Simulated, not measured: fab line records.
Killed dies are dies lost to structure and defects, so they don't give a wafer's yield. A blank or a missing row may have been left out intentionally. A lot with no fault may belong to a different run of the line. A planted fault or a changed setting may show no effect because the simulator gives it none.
fab line records + flow berkeley_cmos170
[record]
- lots = 15
- wafers = 45
- last_day = 13
route steps=331 shown FIELD@90
lots that met no fault: taken from a fault-free run of the same line
start_h: hours from the record's first day to the start of the lot's first wafer shown + wait_h: how many hours have passed since the lot's step before this one + " as in the row above + L1.1+2: a row that stands for several wafers + - value missing, or start not given + * or withheld: withheld + < > ~ a bound
route shown NAME@n: NAME is a module with steps in the file, n the number in the route of the first one + usual: mean/standard deviation taken from wafers without a fault + same: alike in all rows + chamber/n: place in a boat + sites: per-site readings + _std_site: standard deviation across them + _edge_site: inner sites' mean taken away from outer sites' mean + radius_mm: for every site, how far away it sits from the centre of the wafer + mask NAME#n: copy n + behind: the most recent tool/chamber to have shaped the wafer + hold: why the lot went on hold/how many hours it stayed there/how the hold came to an end + device: the transistor (n, p or np) that didn't switch + end of line: the route-end tests of the same wafers + for a step that has no rows: nothing shown but its recipe + killed: count of dies lost to structure and defects at first sort (not the wafer's yield) + map: a wafer's dies, marking killed ones x, the rest . and places with no die _
set.NAME: the setting that was run; set.NAME@STEP: the one run at that earlier step + model.NAME: the simulator's own value behind a step, which no gauge read
route steps across a sampled set of lots; one table per step, one row per wafer
services: when a tool's chamber went out of use (start_h, in hours from the record's first day, below 0 if earlier), for how many hours, and the reason
[[steps]]
[step UCB170_FIELD_OXIDATION_01]
[recipe]
- temp_c = 1000
- ambient = H2O
- p_h2o_torr = 584.62
- target_thk_a = 5583
- ox_time_s = 7200
[usual]
- spike_tc_load_C = 1028.6/1.9
| lot.wafer | tool       | chamber | start_h | wait_h | spike_tc_load_C |
|-----------|------------|---------|---------|--------|-----------------|
| L543.1    | furnace-01 | 0       | 108.92  | 6.0    | 1028.8          |
| L543.2    | "          | 0       | "       | "      | 1030.1          |
| L543.5    | "          | 0       | "       | "      | 1031.2          |
| L545.1    | furnace-02 | 0       | 120.51  | 3.2    | 1026.4          |
| L545.2    | "          | 0       | "       | "      | 1026.0          |
| L545.4    | "          | 0       | "       | "      | 1026.3          |
| L546.3    | furnace-04 | 0       | 128.47  | 2.8    | 1029.7          |
| L546.4    | "          | 0       | "       | "      | 1027.5          |
| L546.5    | "          | 0       | "       | "      | 1029.2          |
| L547.1    | furnace-04 | 0       | 128.47  | 1.2    | 1030.1          |
| L547.4    | "          | 0       | "       | "      | 1030.8          |
| L547.6    | "          | 0       | "       | "      | 1029.7          |
| L549.2    | furnace-04 | 0       | 138.32  | 4.9    | 1028.3          |
| L549.4    | "          | 0       | "       | "      | 1028.2          |
| L549.6    | "          | 0       | "       | "      | 1029.4          |
| L551.2    | furnace-01 | 0       | 149.92  | 5.0    | 1030.3          |
| L551.3    | "          | 0       | "       | "      | 1030.4          |
| L551.5    | "          | 0       | "       | "      | 1029.6          |
| L552.2    | furnace-01 | 0       | 149.92  | 5.2    | 1028.8          |
| L552.4    | "          | 0       | "       | "      | 1030.5          |
| L552.5    | "          | 0       | "       | "      | 1031.2          |
| L553.3    | furnace-04 | 0       | 164.47  | 4.8    | 1029.2          |
| L553.4    | "          | 0       | "       | "      | 1029.3          |
| L553.5    | "          | 0       | "       | "      | 1029.1          |
| L554.1    | furnace-04 | 0       | 164.47  | 4.8    | 1029.6          |
| L554.3    | "          | 0       | "       | "      | 1028.7          |
| L554.5    | "          | 0       | "       | "      | 1028.7          |
| L555.1    | furnace-04 | 0       | 173.47  | 5.3    | 1029.9          |
| L555.2    | "          | 0       | "       | "      | 1028.6          |
| L555.6    | "          | 0       | "       | "      | 1027.4          |
| L560.1    | furnace-01 | 0       | 193.20  | 2.8    | 1031.8          |
| L560.3    | "          | 0       | "       | "      | 1029.9          |
| L560.5    | "          | 0       | "       | "      | 1030.5          |
| L562.1    | furnace-02 | 0       | 202.40  | 4.9    | 1025.5          |
| L562.4    | "          | 0       | "       | "      | 1026.1          |
| L562.5    | "          | 0       | "       | "      | 1026.2          |
| L563.2    | furnace-02 | 0       | 202.40  | 4.3    | 1025.6          |
| L563.3    | "          | 0       | "       | "      | 1027.4          |
| L563.5    | "          | 0       | "       | "      | 1025.9          |
| L564.3    | furnace-02 | 0       | 219.25  | 3.8    | 1026.5          |
| L564.4    | "          | 0       | "       | "      | 1025.2          |
| L564.5    | "          | 0       | "       | "      | 1024.8          |
| L565.1    | furnace-02 | 0       | 219.25  | 3.5    | 1026.3          |
| L565.2    | "          | 0       | "       | "      | 1027.7          |
| L565.4    | "          | 0       | "       | "      | 1026.6          |
[step UCB170_FIELD_THK_MEAS_02]
[recipe]
- reads = SiO2_of_FIELD_OXIDATION_01
[usual]
- FIELD_OXIDE_THK = 557/8.8
| lot.wafer | tool          | chamber | start_h | wait_h | FIELD_OXIDE_THK[nm] |
|-----------|---------------|---------|---------|--------|---------------------|
| L543.1    | film_metro-01 | -       | 111.92  | 0.0    | 550                 |
| L543.2    | "             | -       | "       | "      | 561                 |
| L543.5    | "             | -       | "       | "      | 549                 |
| L545.1    | film_metro-02 | -       | 123.57  | 0.1    | 558                 |
| L545.2    | "             | -       | "       | "      | 549                 |
| L545.4    | "             | -       | "       | "      | 551                 |
| L546.3    | film_metro-02 | -       | 131.49  | 0.0    | 545                 |
| L546.4    | "             | -       | "       | "      | 548                 |
| L546.5    | "             | -       | "       | "      | 543                 |
| L547.1    | film_metro-02 | -       | 131.53  | 0.1    | 531                 |
| L547.4    | "             | -       | "       | "      | 542                 |
| L547.6    | "             | -       | "       | "      | 549                 |
| L549.2    | film_metro-03 | -       | 141.33  | 0.0    | 551                 |
| L549.4    | "             | -       | "       | "      | 552                 |
| L549.6    | "             | -       | "       | "      | 549                 |
| L551.2    | film_metro-03 | -       | 152.93  | 0.0    | 555                 |
| L551.3    | "             | -       | "       | "      | 551                 |
| L551.5    | "             | -       | "       | "      | 557                 |
| L552.2    | film_metro-01 | -       | 152.93  | 0.0    | 564                 |
| L552.4    | "             | -       | "       | "      | 562                 |
| L552.5    | "             | -       | "       | "      | 568                 |
| L554.1    | film_metro-02 | -       | 167.47  | 0.0    | 670                 |
| L554.3    | "             | -       | "       | "      | 671                 |
| L554.5    | "             | -       | "       | "      | 669                 |
| L553.3    | film_metro-01 | -       | 167.49  | 0.0    | 680                 |
| L553.4    | "             | -       | "       | "      | 674                 |
| L553.5    | "             | -       | "       | "      | 680                 |
| L555.1    | film_metro-01 | -       | 176.47  | 0.0    | 673                 |
| L555.2    | "             | -       | "       | "      | 679                 |
| L555.6    | "             | -       | "       | "      | 674                 |
| L560.1    | film_metro-02 | -       | 196.26  | 0.1    | 558                 |
| L560.3    | "             | -       | "       | "      | 565                 |
| L560.5    | "             | -       | "       | "      | 558                 |
| L562.1    | film_metro-02 | -       | 205.40  | 0.0    | 559                 |
| L562.4    | "             | -       | "       | "      | 550                 |
| L562.5    | "             | -       | "       | "      | 558                 |
| L563.2    | film_metro-01 | -       | 205.41  | 0.0    | 557                 |
| L563.3    | "             | -       | "       | "      | 556                 |
| L563.5    | "             | -       | "       | "      | 559                 |
| L565.1    | film_metro-01 | -       | 222.25  | 0.0    | 559                 |
| L565.2    | "             | -       | "       | "      | 566                 |
| L565.4    | "             | -       | "       | "      | 566                 |
| L564.3    | film_metro-02 | -       | 222.27  | 0.0    | 566                 |
| L564.4    | "             | -       | "       | "      | 567                 |
| L564.5    | "             | -       | "       | "      | 571                 |
[step UCB170_FIELD_THK_MEAS_90]
[recipe]
- reads = SiO2_of_FIELD_OXIDATION_01
[usual]
- FIELD_OXIDE_LEFT_1_THK = 440/9.1
| lot.wafer | tool          | chamber | start_h | wait_h | FIELD_OXIDE_LEFT_1_THK[nm] |
|-----------|---------------|---------|---------|--------|----------------------------|
| L543.1    | film_metro-02 | -       | 116.88  | 0.0    | 434                        |
| L543.2    | "             | -       | "       | "      | 445                        |
| L543.5    | "             | -       | "       | "      | 433                        |
| L545.1    | film_metro-02 | -       | 130.78  | 0.0    | 443                        |
| L545.2    | "             | -       | "       | "      | 433                        |
| L545.4    | "             | -       | "       | "      | 436                        |
| L547.1    | film_metro-03 | -       | 140.62  | 0.0    | 415                        |
| L547.4    | "             | -       | "       | "      | 426                        |
| L547.6    | "             | -       | "       | "      | 433                        |
| L546.3    | film_metro-01 | -       | 140.64  | 0.0    | 427                        |
| L546.4    | "             | -       | "       | "      | 431                        |
| L546.5    | "             | -       | "       | "      | 427                        |
| L549.2    | film_metro-01 | -       | 152.11  | 0.0    | 434                        |
| L549.4    | "             | -       | "       | "      | 435                        |
| L549.6    | "             | -       | "       | "      | 431                        |
| L551.2    | film_metro-03 | -       | 163.18  | 0.0    | 438                        |
| L551.3    | "             | -       | "       | "      | 434                        |
| L551.5    | "             | -       | "       | "      | 440                        |
| L552.2    | film_metro-02 | -       | 163.18  | 0.0    | 447                        |
| L552.4    | "             | -       | "       | "      | 446                        |
| L552.5    | "             | -       | "       | "      | 452                        |
| L554.1    | film_metro-02 | -       | 177.28  | 0.0    | 555                        |
| L554.3    | "             | -       | "       | "      | 555                        |
| L554.5    | "             | -       | "       | "      | 554                        |
| L553.3    | film_metro-01 | -       | 177.30  | 0.0    | 563                        |
| L553.4    | "             | -       | "       | "      | 559                        |
| L553.5    | "             | -       | "       | "      | 564                        |
| L555.1    | film_metro-01 | -       | 184.38  | 0.0    | 556                        |
| L555.2    | "             | -       | "       | "      | 562                        |
| L555.6    | "             | -       | "       | "      | 559                        |
| L560.1    | film_metro-02 | -       | 205.26  | 0.0    | 442                        |
| L560.3    | "             | -       | "       | "      | 448                        |
| L560.5    | "             | -       | "       | "      | 441                        |
| L562.1    | film_metro-03 | -       | 214.70  | 0.0    | 443                        |
| L562.4    | "             | -       | "       | "      | 433                        |
| L562.5    | "             | -       | "       | "      | 443                        |
| L563.2    | film_metro-01 | -       | 214.71  | 0.0    | 440                        |
| L563.3    | "             | -       | "       | "      | 439                        |
| L563.5    | "             | -       | "       | "      | 443                        |
| L565.1    | film_metro-02 | -       | 233.37  | 0.0    | 443                        |
| L565.2    | "             | -       | "       | "      | 450                        |
| L565.4    | "             | -       | "       | "      | 450                        |
| L564.3    | film_metro-03 | -       | 233.39  | 0.0    | 450                        |
| L564.4    | "             | -       | "       | "      | 451                        |
| L564.5    | "             | -       | "       | "      | 454                        |
[step UCB170_FIELD_THK_MEAS_91]
[recipe]
- reads = SiO2_of_FIELD_OXIDATION_01
[usual]
- FIELD_OXIDE_LEFT_2_THK = 354/9
| lot.wafer | tool          | chamber | start_h | wait_h | FIELD_OXIDE_LEFT_2_THK[nm] |
|-----------|---------------|---------|---------|--------|----------------------------|
| L543.1    | film_metro-01 | -       | 135.99  | 0.0    | 347                        |
| L543.2    | "             | -       | "       | "      | 357                        |
| L543.5    | "             | -       | "       | "      | 345                        |
| L545.1    | film_metro-03 | -       | 154.20  | 0.0    | 356                        |
| L545.2    | "             | -       | "       | "      | 347                        |
| L545.4    | "             | -       | "       | "      | 349                        |
| L547.1    | film_metro-01 | -       | 167.98  | 0.0    | 328                        |
| L547.4    | "             | -       | "       | "      | 339                        |
| L547.6    | "             | -       | "       | "      | 346                        |
| L546.3    | film_metro-03 | -       | 168.56  | 0.0    | 341                        |
| L546.4    | "             | -       | "       | "      | 345                        |
| L546.5    | "             | -       | "       | "      | 340                        |
| L549.2    | film_metro-03 | -       | 173.69  | 0.0    | 348                        |
| L549.4    | "             | -       | "       | "      | 350                        |
| L549.6    | "             | -       | "       | "      | 345                        |
| L551.2    | film_metro-02 | -       | 182.56  | 0.0    | 351                        |
| L551.3    | "             | -       | "       | "      | 348                        |
| L551.5    | "             | -       | "       | "      | 354                        |
| L552.2    | film_metro-03 | -       | 182.63  | 0.0    | 362                        |
| L552.4    | "             | -       | "       | "      | 360                        |
| L552.5    | "             | -       | "       | "      | 366                        |
| L554.1    | film_metro-02 | -       | 203.46  | 0.0    | 470                        |
| L554.3    | "             | -       | "       | "      | 470                        |
| L554.5    | "             | -       | "       | "      | 468                        |
| L553.3    | film_metro-03 | -       | 204.13  | 0.0    | 477                        |
| L553.4    | "             | -       | "       | "      | 472                        |
| L553.5    | "             | -       | "       | "      | 477                        |
| L555.1    | film_metro-02 | -       | 207.31  | 0.0    | 470                        |
| L555.2    | "             | -       | "       | "      | 475                        |
| L555.6    | "             | -       | "       | "      | 472                        |
| L560.1    | film_metro-01 | -       | 228.52  | 0.0    | 354                        |
| L560.3    | "             | -       | "       | "      | 361                        |
| L560.5    | "             | -       | "       | "      | 354                        |
| L562.1    | film_metro-01 | -       | 235.64  | 0.0    | 356                        |
| L562.4    | "             | -       | "       | "      | 346                        |
| L562.5    | "             | -       | "       | "      | 356                        |
| L563.2    | film_metro-02 | -       | 235.65  | 0.0    | 355                        |
| L563.3    | "             | -       | "       | "      | 353                        |
| L563.5    | "             | -       | "       | "      | 356                        |
| L565.1    | film_metro-03 | -       | 258.00  | 0.0    | 356                        |
| L565.2    | "             | -       | "       | "      | 362                        |
| L565.4    | "             | -       | "       | "      | 363                        |
| L564.3    | film_metro-01 | -       | 258.09  | 0.0    | 362                        |
| L564.4    | "             | -       | "       | "      | 363                        |
| L564.5    | "             | -       | "       | "      | 367                        |
[[services]]
| tool       | chamber | start_h | hours | kind |
|------------|---------|---------|-------|------|
| furnace-04 | -       | 90.56   | 3.3   | pm   |
| furnace-04 | -       | 150.67  | 2.6   | pm   |
[[key]]
[first_sign]
- step = UCB170_FIELD_THK_MEAS_02
- reading = FIELD_OXIDE_THK
- direction = up
- sigmas = 13
- usual = 557
- struck = 674
[effect]
- step = UCB170_FIELD_THK_MEAS_90
- reading = FIELD_OXIDE_LEFT_1_THK
- direction = up
- sigmas = 13
- usual = 440
- struck = 559
[effect]
- step = UCB170_FIELD_THK_MEAS_91
- reading = FIELD_OXIDE_LEFT_2_THK
- direction = up
- sigmas = 13
- usual = 354
- struck = 472
met_at UCB170_FIELD_OXIDATION_01
struck_lots L553,L554,L555
tester_left_out L553,L554,L555
onset_between 138.32 164.47
[fault]
- kind = process_parameter_drift
- tool = furnace-04
- chamber = -
- onset_h = 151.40
- steps = UCB170_FIELD_OXIDATION_01
- channel = ox_time_s
- offset = *
- shape = step
- end_h = 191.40
- acts_in = *
- stated = *
// tester_left_out: of these lots the tester's yield and bins aren't shown, on N5 and GAA mostly nor the transistor test; their killed dies are dies lost to structure and defects alone, not to doping, threshold or leakage, so they don't give the yield
